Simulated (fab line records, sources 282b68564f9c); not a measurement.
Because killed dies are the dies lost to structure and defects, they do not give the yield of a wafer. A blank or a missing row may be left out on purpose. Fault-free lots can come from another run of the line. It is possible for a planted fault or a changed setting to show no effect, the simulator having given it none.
Which tool was responsible?    flow ritCmos    14 lots with 42 wafers sampled at 4 steps, on a route of 202 steps

WHAT THE GAUGES SHOWED, per wafer
RIT_SDANNEAL_RS_MEAS_04: measures by four-point-probe. Usual: PSD_RS gives 115.44 ohm/sq (standard deviation 0.29).
lot   measured     on            PSD_RS (ohm/sq)       flag
L906  day 3 12:43  filmMetro-01  116.04 115.94 115.44  
L907  day 3 18:17  filmMetro-02  115.55 115.43 115.20  
L909  day 4 00:53  filmMetro-02  115.37 115.53 115.19  
L910  day 4 07:25  filmMetro-02  115.61 115.73 115.54  
L912  day 5 02:09  filmMetro-04  115.28 115.57 115.83  
L913  day 5 02:23  filmMetro-01  115.71 115.45 115.67  
L914  day 5 07:01  filmMetro-04  115.34 115.10 115.23  
L915  day 5 14:20  filmMetro-02  115.47 114.97 115.32  
L916  day 6 01:44  filmMetro-01  115.27 115.59 115.51  
L918  day 6 14:13  filmMetro-02  143.68 143.54 144.07  OFF
L920  day 7 01:07  filmMetro-02  143.80 143.80 144.05  OFF
L926  day 7 23:17  filmMetro-02  115.86 115.47 115.72  
L927  day 8 02:13  filmMetro-02  115.34 115.25 115.36  
L929  day 8 06:34  filmMetro-01  115.77 116.03 115.47  

RIT_SDANNEAL_RS_MEAS_05: measures by four-point-probe. Usual: NSD_RS gives 84.5 ohm/sq (standard deviation 0.3).
lot   measured     on            NSD_RS (ohm/sq)  flag
L906  day 3 12:50  filmMetro-01  84.4 84.6 84.4   
L907  day 3 18:25  filmMetro-02  84.9 84.7 84.8   
L909  day 4 01:01  filmMetro-02  84.8 84.8 84.9   
L910  day 4 07:32  filmMetro-02  84.8 84.8 84.7   
L912  day 5 02:16  filmMetro-04  84.5 84.4 84.5   
L913  day 5 02:31  filmMetro-01  84.7 84.7 84.7   
L914  day 5 07:08  filmMetro-04  84.5 84.5 84.2   
L915  day 5 14:27  filmMetro-02  85.0 84.6 84.9   
L916  day 6 01:51  filmMetro-01  84.1 84.1 84.2   
L918  day 6 14:20  filmMetro-02  85.7 85.5 85.8   OFF
L920  day 7 01:14  filmMetro-02  85.9 85.9 86.1   OFF
L926  day 7 23:25  filmMetro-02  84.5 84.6 84.9   
L927  day 8 02:20  filmMetro-02  84.9 84.7 84.8   
L929  day 8 06:41  filmMetro-01  84.6 84.6 84.3   

RIT_SDANNEAL_RS_MEAS_06: measures by four-point-probe. Usual: PLDD_RS gives 179.6 ohm/sq (standard deviation 0.48).
lot   measured     on            PLDD_RS (ohm/sq)   flag
L906  day 3 12:58  filmMetro-01  180.0 179.2 179.1  
L907  day 3 18:32  filmMetro-02  179.8 179.4 179.7  
L909  day 4 01:08  filmMetro-02  179.4 179.0 179.1  
L910  day 4 07:40  filmMetro-02  180.1 180.1 180.5  
L912  day 5 02:23  filmMetro-04  179.7 179.7 179.6  
L913  day 5 02:38  filmMetro-01  180.4 180.0 180.0  
L914  day 5 07:16  filmMetro-04  179.9 178.9 178.7  
L915  day 5 14:34  filmMetro-02  179.9 179.8 179.4  
L916  day 6 01:58  filmMetro-01  179.6 180.4 179.5  
L918  day 6 14:27  filmMetro-02  216.2 216.3 216.3  OFF
L920  day 7 01:22  filmMetro-02  216.9 216.1 217.2  OFF
L926  day 7 23:32  filmMetro-02  179.4 179.3 179.1  
L927  day 8 02:27  filmMetro-02  179.0 179.5 178.9  
L929  day 8 06:48  filmMetro-01  179.5 179.0 179.5  

WHICH TOOL RAN EACH LOT (tool, then ch and the chambers of the sampled wafers, then the start)
lot   RIT_SDANNEAL_RTA_03
L906  rtpAnneal-02 ch 0, day 3 12:36
L907  rtpAnneal-01 ch 0, day 3 18:14
L909  rtpAnneal-01 ch 0, day 4 00:49
L910  rtpAnneal-02 ch 0, day 4 07:21
L912  rtpAnneal-02 ch 0, day 5 02:05
L913  rtpAnneal-01 ch 0, day 5 02:20
L914  rtpAnneal-02 ch 0, day 5 06:57
L915  rtpAnneal-01 ch 0, day 5 14:16
L916  rtpAnneal-02 ch 0, day 6 01:40
L918  rtpAnneal-02 ch 0, day 6 14:09
L920  rtpAnneal-02 ch 0, day 7 01:02
L926  rtpAnneal-01 ch 0, day 7 23:14
L927  rtpAnneal-01 ch 0, day 8 02:09
L929  rtpAnneal-01 ch 0, day 8 06:29
- RIT_SDANNEAL_RTA_03: time 5 s.

AS READ BY THE TOOLS THEMSELVES (means over the sampled wafers that have a number; for cases with no such wafer, the mark the record gives instead)
RIT_SDANNEAL_RTA_03. Usual: chamberO2Ppm 1.995, standard deviation 0.023; wafer_temp_C_max 1053.5, standard deviation 1.1.
lot   tool          chamberO2Ppm  wafer_temp_C_max  flag
L906  rtpAnneal-02  2.033         1053.8            
L907  rtpAnneal-01  1.971         1054.5            
L909  rtpAnneal-01  1.983         1052.9            
L910  rtpAnneal-02  1.960         1052.8            
L912  rtpAnneal-02  1.988         1053.7            
L913  rtpAnneal-01  1.987         1053.7            
L914  rtpAnneal-02  1.984         1052.9            
L915  rtpAnneal-01  1.983         1053.0            
L916  rtpAnneal-02  2.007         1052.9            
L918  rtpAnneal-02  2.012         1013.4            OFF
L920  rtpAnneal-02  1.965         1014.2            OFF
L926  rtpAnneal-01  2.021         1053.1            
L927  rtpAnneal-01  1.978         1055.1            
L929  rtpAnneal-01  1.974         1053.2            

THE ANSWER, worked out from the rows above alone
Rule: a lot is off if the mean of its wafers that have a number lies more than 3 standard deviations from the usual mean. Also off: a lot with no number at a reading for which 4 or more lots have one. Where the step has rows for the other lots, those lots are counted as sound. After the gauges, taken in route order, come the tools' own readings; for these a lot's mean is taken, as printed above. At the first step where some lot is off, the reading lying furthest off is the one used; lots without a number count as furthest.
Off: L918, L920, seen at RIT_SDANNEAL_RS_MEAS_04 (PSD_RS).
A tool fits if, at a process step before that reading, it ran every lot that is off, and no sound lot after the first of them. The gauges at RIT_SDANNEAL_RS_MEAS_04 aren't tried: what is off there is off at RIT_SDANNEAL_RTA_03 too, on other tools, and a gauge's error can't cause that. One candidate fits, namely rtpAnneal-02 at RIT_SDANNEAL_RTA_03. A fault onset in the window from L916 (day 6 01:40, its last sound lot) to L918 (day 6 14:09, its first lot off) fits.
The tool's own readings at RIT_SDANNEAL_RTA_03 bear it out: on the lots that are off they differ by more than 5 times the standard deviation of the sound lots' means. wafer_temp_C_max reads 1013.8 there against 1053.5 on the sound lots.

WHAT THE SIMULATOR HAD PUT IN
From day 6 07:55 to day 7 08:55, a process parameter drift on rtpAnneal-02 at RIT_SDANNEAL_RTA_03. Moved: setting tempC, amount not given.
Struck lots among those shown: L918, L920. The rule above reached the same finding.
